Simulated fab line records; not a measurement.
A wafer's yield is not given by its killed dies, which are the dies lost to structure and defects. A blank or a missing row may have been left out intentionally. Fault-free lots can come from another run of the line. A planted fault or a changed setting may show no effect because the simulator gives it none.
fab line records + flow ritCmos
record
- lots=15
- wafers=45
- lastDay=8
route steps=202 shown NSD@140 PSD@152
lots that met no fault: taken from a fault-free run of the same line
startH: hours from the record's opening day to when the first of the lot's shown wafers began + waitH: hours elapsed since this lot's preceding step + " identical to the entry in the row above + L1.1+2: a single row standing in for several wafers + - value missing, or start not given + * or withheld: withheld + < > ~ a bound
route shown NAME@n: NAME is a module with steps in the file, n the number in the route of the first one + usual: the fault-free wafers' mean and standard deviation + same: alike in all rows + chamber/n: place in a boat + sites: the reading at each site + _std_site: standard deviation across them + _edge_site: outer sites' mean less inner sites' + radiusMm: how far each site lies from the wafer's centre + mask NAME#n: copy n + behind: the most recent tool/chamber to have shaped the wafer + hold: cause of the lot's hold/its duration in hours/its outcome + device: the transistor (n, p or np) that didn't switch + end of line: the tests these same wafers got at the end of their route + for a step that has no rows: nothing shown but its recipe + killed: not the wafer's yield, but the dies lost to structure and defects at the first sort + map: dies across one wafer; x = killed, . = not, _ = none there
set.NAME: setting as actually run; set.NAME@STEP: the setting as run at that earlier step + model.NAME: the simulator's own value behind a step, which no gauge read
the route's steps for a sample of lots (tables are steps, rows are wafers)
services: when a tool's chamber went out of use (startH, in hours from the record's first day, below 0 if earlier), for how many hours, and the reason
## steps
# step RIT_NSD_STRIP_09
# recipe
- chemistry=O2
- timeS=180
- resist=NOVOLAK
- platenTempC=withheld
- powerW=500
- pressureMtorr=4000
- o2FlowSccm=4000
# usual
- chamberPressureMTorr=4000/3.8
- drypumpMotorCurrentA=5.5/0.5
| lot.wafer | tool           | chamber | startH | waitH | chamberPressureMTorr | drypumpMotorCurrentA | rfHoursCounterH |
|-----------|----------------|---------|--------|-------|----------------------|----------------------|-----------------|
| L884.1    | plasmaAsher-04 | 1       | 51.84  | 0.1   | 4000                 | 5.9                  | 44              |
| L884.3    | "              | 1       | "      | "     | 4002                 | 5.9                  | -               |
| L884.4    | "              | 0       | "      | "     | 4001                 | 5.3                  | -               |
| L886.2    | plasmaAsher-01 | 1       | 61.57  | 0.1   | 4006                 | 4.9                  | 34              |
| L886.3    | "              | 0       | "      | "     | 3996                 | 5.3                  | -               |
| L886.6    | "              | 1       | "      | "     | 4002                 | 4.9                  | -               |
| L890.1    | plasmaAsher-02 | 0       | 83.66  | 0.1   | -                    | -                    | -               |
| L890.2    | "              | 1       | "      | "     | -                    | -                    | -               |
| L890.6    | "              | 0       | "      | "     | -                    | -                    | -               |
| L891.2    | plasmaAsher-02 | 1       | 87.46  | 0.1   | -                    | -                    | -               |
| L891.5    | "              | 0       | "      | "     | -                    | -                    | -               |
| L891.6    | "              | 1       | "      | "     | -                    | -                    | -               |
| L892.1    | plasmaAsher-04 | 1       | 89.49  | 0.1   | -                    | -                    | -               |
| L892.3    | "              | 0       | "      | "     | -                    | -                    | -               |
| L892.4    | "              | 1       | "      | "     | -                    | -                    | -               |
| L894.3    | plasmaAsher-04 | 1       | 104.57 | 0.1   | 4002                 | 5.9                  | -               |
| L894.5    | "              | 1       | "      | "     | 4005                 | 5.9                  | -               |
| L894.6    | "              | 0       | "      | "     | 4004                 | 5.3                  | -               |
| L897.2    | plasmaAsher-02 | 1       | 122.76 | 0.1   | 3997                 | 5.9                  | 0               |
| L897.3    | "              | 1       | "      | "     | 4000                 | 5.9                  | -               |
| L897.4    | "              | 0       | "      | "     | 4005                 | 6.5                  | -               |
| L898.2    | plasmaAsher-04 | 1       | 131.69 | 0.1   | 3999                 | 5.9                  | 52              |
| L898.5    | "              | 1       | "      | "     | 3997                 | 5.9                  | -               |
| L898.6    | "              | 0       | "      | "     | 4000                 | 5.3                  | -               |
| L901.2    | plasmaAsher-01 | 0       | 145.62 | 0.1   | 3994                 | 5.4                  | 42              |
| L901.4    | "              | 1       | "      | "     | 4009                 | 4.9                  | -               |
| L901.5    | "              | 0       | "      | "     | 4002                 | 5.3                  | -               |
| L900.1    | plasmaAsher-01 | 1       | 147.71 | 0.1   | 3999                 | 4.9                  | 42              |
| L900.3    | "              | 0       | "      | "     | 4005                 | 5.3                  | -               |
| L900.6    | "              | 0       | "      | "     | 3996                 | 5.4                  | -               |
| L902.1    | plasmaAsher-01 | 0       | 156.07 | 0.1   | 4007                 | 5.3                  | 43              |
| L902.2    | "              | 1       | "      | "     | 3990                 | 4.9                  | 43              |
| L902.4    | "              | 1       | "      | "     | 3999                 | 4.9                  | -               |
| L903.2    | plasmaAsher-04 | 0       | 163.40 | 0.1   | 3999                 | 5.3                  | 55              |
| L903.4    | "              | 0       | "      | "     | 4004                 | 5.3                  | -               |
| L903.5    | "              | 0       | "      | "     | 3996                 | 5.3                  | -               |
| L904.3    | plasmaAsher-02 | 0       | 163.51 | 0.1   | 4000                 | 6.5                  | -               |
| L904.4    | "              | 1       | "      | "     | 4002                 | 5.9                  | -               |
| L904.5    | "              | 0       | "      | "     | 4000                 | 6.5                  | -               |
| L907.2    | plasmaAsher-01 | 1       | 181.19 | 0.1   | 4001                 | 4.9                  | 45              |
| L907.4    | "              | 1       | "      | "     | 3999                 | 4.9                  | -               |
| L907.6    | "              | 0       | "      | "     | 4000                 | 5.3                  | -               |
| L906.1    | plasmaAsher-02 | 1       | 181.44 | 0.1   | 3999                 | 5.9                  | 6               |
| L906.2    | "              | 0       | "      | "     | 4005                 | 6.5                  | 6               |
| L906.6    | "              | 1       | "      | "     | 3996                 | 5.9                  | -               |
# step RIT_PSD_TW_MEAS_10
# usual
- PSD_TW=3440/36
| lot.wafer | tool         | chamber | startH | waitH | PSD_TW |
|-----------|--------------|---------|--------|-------|--------|
| L884.1    | filmMetro-03 | -       | 53.56  | 0.1   | 3466   |
| L884.3    | "            | -       | "      | "     | 3473   |
| L884.4    | "            | -       | "      | "     | 3470   |
| L886.2    | filmMetro-04 | -       | 63.42  | 0.1   | 3416   |
| L886.3    | "            | -       | "      | "     | 3402   |
| L886.6    | "            | -       | "      | "     | 3424   |
| L890.1    | filmMetro-03 | -       | 85.38  | 0.1   | 30     |
| L890.2    | "            | -       | "      | "     | 31     |
| L890.6    | "            | -       | "      | "     | 30     |
| L891.2    | filmMetro-04 | -       | 89.07  | 0.1   | 30     |
| L891.5    | "            | -       | "      | "     | 30     |
| L891.6    | "            | -       | "      | "     | 30     |
| L892.1    | filmMetro-03 | -       | 91.59  | 0.1   | 30     |
| L892.3    | "            | -       | "      | "     | 30     |
| L892.4    | "            | -       | "      | "     | 30     |
| L894.3    | filmMetro-03 | -       | 106.13 | 0.1   | 3464   |
| L894.5    | "            | -       | "      | "     | 3504   |
| L894.6    | "            | -       | "      | "     | 3486   |
| L897.2    | filmMetro-04 | -       | 124.37 | 0.1   | 3415   |
| L897.3    | "            | -       | "      | "     | 3408   |
| L897.4    | "            | -       | "      | "     | 3423   |
| L898.2    | filmMetro-03 | -       | 133.38 | 0.1   | 3501   |
| L898.5    | "            | -       | "      | "     | 3502   |
| L898.6    | "            | -       | "      | "     | 3502   |
| L901.2    | filmMetro-01 | -       | 147.37 | 0.1   | 3414   |
| L901.4    | "            | -       | "      | "     | 3407   |
| L901.5    | "            | -       | "      | "     | 3421   |
| L900.1    | filmMetro-04 | -       | 149.31 | 0.1   | 3402   |
| L900.3    | "            | -       | "      | "     | 3404   |
| L900.6    | "            | -       | "      | "     | 3407   |
| L902.1    | filmMetro-01 | -       | 157.79 | 0.1   | 3411   |
| L902.2    | "            | -       | "      | "     | 3394   |
| L902.4    | "            | -       | "      | "     | 3374   |
| L903.2    | filmMetro-03 | -       | 165.14 | 0.1   | 3497   |
| L903.4    | "            | -       | "      | "     | 3497   |
| L903.5    | "            | -       | "      | "     | 3484   |
| L904.3    | filmMetro-04 | -       | 165.39 | 0.1   | 3410   |
| L904.4    | "            | -       | "      | "     | 3408   |
| L904.5    | "            | -       | "      | "     | 3407   |
| L907.2    | filmMetro-03 | -       | 182.93 | 0.1   | 3475   |
| L907.4    | "            | -       | "      | "     | 3486   |
| L907.6    | "            | -       | "      | "     | 3481   |
| L906.1    | filmMetro-01 | -       | 183.40 | 0.1   | 3428   |
| L906.2    | "            | -       | "      | "     | 3419   |
| L906.6    | "            | -       | "      | "     | 3414   |
## services
| tool           | chamber | startH | hours | kind      |
|----------------|---------|--------|-------|-----------|
| plasmaAsher-01 | -       | 54.84  | 6.3   | repair    |
| plasmaAsher-02 | -       | 108.75 | 9.0   | pm        |
| plasmaAsher-02 | 0       | 108.75 | 9.0   | ventCycle |
| plasmaAsher-02 | 1       | 108.75 | 9.0   | ventCycle |
| plasmaAsher-02 | 0       | 117.75 | -     | clean     |
| plasmaAsher-02 | 1       | 117.75 | -     | clean     |
| plasmaAsher-02 | -       | 180.85 | 0.5   | repair    |
## key
firstSign
- step=RIT_NSD_STRIP_09
- reading=toolRecord
- direction=missing
effect
- step=RIT_PSD_TW_MEAS_10
- reading=PSD_TW
- direction=down
- sigmas=96
- usual=3440
- struck=30
metAt RIT_NSD_STRIP_09
struckLots L890,L891,L892
sortLeftOut L890.1,L890.2,L890.6,L891.2,L891.5,L891.6,L892.1,L892.3,L892.4
testerLeftOut L890,L891,L892
onsetBetween 51.84 83.66
fault
- kind=skippedStepWhole
- tool=plasmaAsher-02,plasmaAsher-04
- chamber=-
- onsetH=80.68
- steps=RIT_NSD_STRIP_09
- scope=struckLotsOnly
# testerLeftOut: of these lots the tester's yield and bins aren't shown, on N5 and GAA mostly nor the transistor test; their killed dies are dies lost to structure and defects alone, not to doping, threshold or leakage, so they don't give the yield
# sortLeftOut: the simulated sort isn't trusted on such a fault, so these wafers' sort isn't shown, and their yield isn't known
